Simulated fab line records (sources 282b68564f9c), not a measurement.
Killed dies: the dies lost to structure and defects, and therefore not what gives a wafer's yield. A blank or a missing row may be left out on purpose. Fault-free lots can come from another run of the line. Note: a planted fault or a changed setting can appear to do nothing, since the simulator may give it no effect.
A lot that was struck, set against a sound lot ; flow rit-cmos ; 19 steps out of a route of 202
Sound: these wafers, L969.1, L969.3, L969.6. Wafers L974.1, L974.2, L974.5 were the ones struck. At the end, the cause is stated.
Per side, at each step with rows, come the tool, then ch with its chambers, and then its first start. Under that, the readings that differ: sound wafers ; struck wafers ; difference of the means ; sigmas: that difference in standard deviations of wafers without a fault.
alike: readings with means less than 2 such deviations apart, plus words and numbers identical on both sides. not compared: withheld readings, readings lacking a value on some wafer, bounds such as >300 that could conceal the same value, and numbers that have no deviation in the record and whose values overlap.
A row with sigmas, a row that says differs or no value, or rows on one side alone: a step with any of these is where the two part. When numbers do not overlap yet have no deviation, they are printed without sigmas and do not part them. A reading missing from all wafers of one side parts the sides only when that side holds two or more wafers.

first, 2 steps without rows for these wafers: RIT_NSD_PEB_04; RIT_NSD_DEVELOP_05 (develop time 50 s).
RIT_NSD_OVL_MEAS_06:
  struck on overlay-02, day 6 13:22; sound on overlay-02, day 5 10:35
  alike: NSD_OVL
then, 2 steps without rows for these wafers: RIT_NSD_HARDBAKE_07 (time 60 s); RIT_NSD_IMPLANT_08.
RIT_NSD_STRIP_09: strips in O2, time 180 s.
  sound on plasma-asher-04 ch 0,1, day 5 10:55; struck on plasma-asher-01 ch 0,1, day 6 13:42
  alike: drypump-motor-current-A
  not compared: rf-hours-counter-h
RIT_NSD_TW_MEAS_10:
  struck on film-metro-04, day 6 13:52; sound on film-metro-02, day 5 11:05
reading;sound;struck;difference;sigmas
NSD_TW;3128 3104 3115;3149 3177 3163;+47;+2
then, 5 steps without rows for these wafers: RIT_PSD_HMDS_00 (prime time 60 s); RIT_PSD_COAT_01 (resist thk 1000 nm); RIT_PSD_SOFTBAKE_02 (time 60 s); RIT_PSD_EXPOSE_03 (exposes mask M10, target cd 40900 nm); RIT_PSD_PEB_04.
RIT_PSD_DEVELOP_05: develop time 50 s.
  sound on litho-track-03 ch 0, day 5 11:00; struck on litho-track-03 ch 0, day 6 14:00
RIT_PSD_OVL_MEAS_06:
  struck on overlay-02, day 6 14:47; sound on overlay-01, day 5 12:08
  alike: PSD_OVL
then, 2 steps without rows for these wafers: RIT_PSD_HARDBAKE_07 (time 60 s); RIT_PSD_IMPLANT_08.
RIT_PSD_STRIP_09: strips in O2, time 180 s.
  sound on plasma-asher-04 ch 0,1, day 5 12:28; struck on plasma-asher-04 ch 0,1, day 6 15:07
  alike: drypump-motor-current-A
  not compared: rf-hours-counter-h
RIT_PSD_TW_MEAS_10:
  struck on film-metro-03, day 6 15:17; sound on film-metro-04, day 5 12:38
reading;sound;struck;difference;sigmas
PSD_TW;3442 3434 3443;30 30 30;-3410;-99 or more
then, 1 step without rows for these wafers: RIT_SDANNEAL_CLEAN_00 (cleans in SC1, time 600 s).

## WHERE THEY PART
Last at RIT_PSD_TW_MEAS_10 as far as this record goes, first at RIT_NSD_TW_MEAS_10.

WHY: the cause the simulator had injected
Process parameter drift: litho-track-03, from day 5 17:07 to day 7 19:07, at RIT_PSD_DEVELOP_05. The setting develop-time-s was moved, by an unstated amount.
